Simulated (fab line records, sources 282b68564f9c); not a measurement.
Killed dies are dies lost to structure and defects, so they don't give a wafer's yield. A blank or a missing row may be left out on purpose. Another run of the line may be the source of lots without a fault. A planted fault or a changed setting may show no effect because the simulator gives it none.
What tool caused it?    flow rit-cmos    7 lots, 21 wafers sampled, at 2 steps of a route of 202

## WHAT EACH GAUGE READ, for each wafer
RIT_SILICIDE_RS_MEAS_02: measurement is done with a four-point probe.
lot   measured     on             SILICIDE_TI_RS (ohm/sq)
L596  day 3 08:31  film-metro-01  47.3 46.8 47.6
L598  day 3 18:43  film-metro-01  46.0 45.7 46.9
L602  day 4 18:52  film-metro-01  47.9 48.3 48.3
L604  day 5 00:18  film-metro-01  46.6 49.4 49.0
L607  day 5 18:38  film-metro-02  47.4 46.4 47.0
L609  day 6 03:19  film-metro-02  232.6 231.2 219.5
L618  day 7 23:12  film-metro-01  46.4 47.4 48.0

## EACH LOT AND THE TOOL THAT RAN IT (in order: tool; ch and the chambers of the sampled wafers; start)
lot   RIT_SILICIDE_SPUTTER_01
L596  pvd-sputter-03, day 3 08:21
L598  pvd-sputter-03, day 3 18:34
L602  pvd-sputter-04, day 4 18:43
L604  pvd-sputter-04, day 5 00:09
L607  pvd-sputter-01, day 5 18:29
L609  pvd-sputter-01, day 6 03:08
L618  pvd-sputter-04, day 7 23:03
- RIT_SILICIDE_SPUTTER_01: material Ti, target thk 30 nm, time 240 s.

## THE ANSWER, worked out from the rows above alone
Rule: the lots themselves supply what counts as usual. The widest of any qualifying gaps counts: lots, ordered by their means at a reading, are off when they make up no more than a third of the lots, leave a main group of 4 or more, and stand apart from it by 3 or more times the standard deviation of that group's means. Not used: any main group whose means are identical at the precision the tables above print for the reading. A lot without any number at a reading at which 4 lots or more have one is off too. Where the step has rows for the other lots, those lots are counted as sound.
Off: L609, at RIT_SILICIDE_RS_MEAS_02 (SILICIDE_TI_RS). The main group: mean 47.4 ohm/sq, standard deviation 0.72.
If a tool, at a process step before that reading, ran all the lots that are off and no sound lot after the first of them, it fits. Gauges at RIT_SILICIDE_RS_MEAS_02: tried the same way as those tools. Can't be told from this: 2 tools fit, pvd-sputter-01 at RIT_SILICIDE_SPUTTER_01, film-metro-02 at RIT_SILICIDE_RS_MEAS_02.

## WHAT THE SIMULATOR PUT IN
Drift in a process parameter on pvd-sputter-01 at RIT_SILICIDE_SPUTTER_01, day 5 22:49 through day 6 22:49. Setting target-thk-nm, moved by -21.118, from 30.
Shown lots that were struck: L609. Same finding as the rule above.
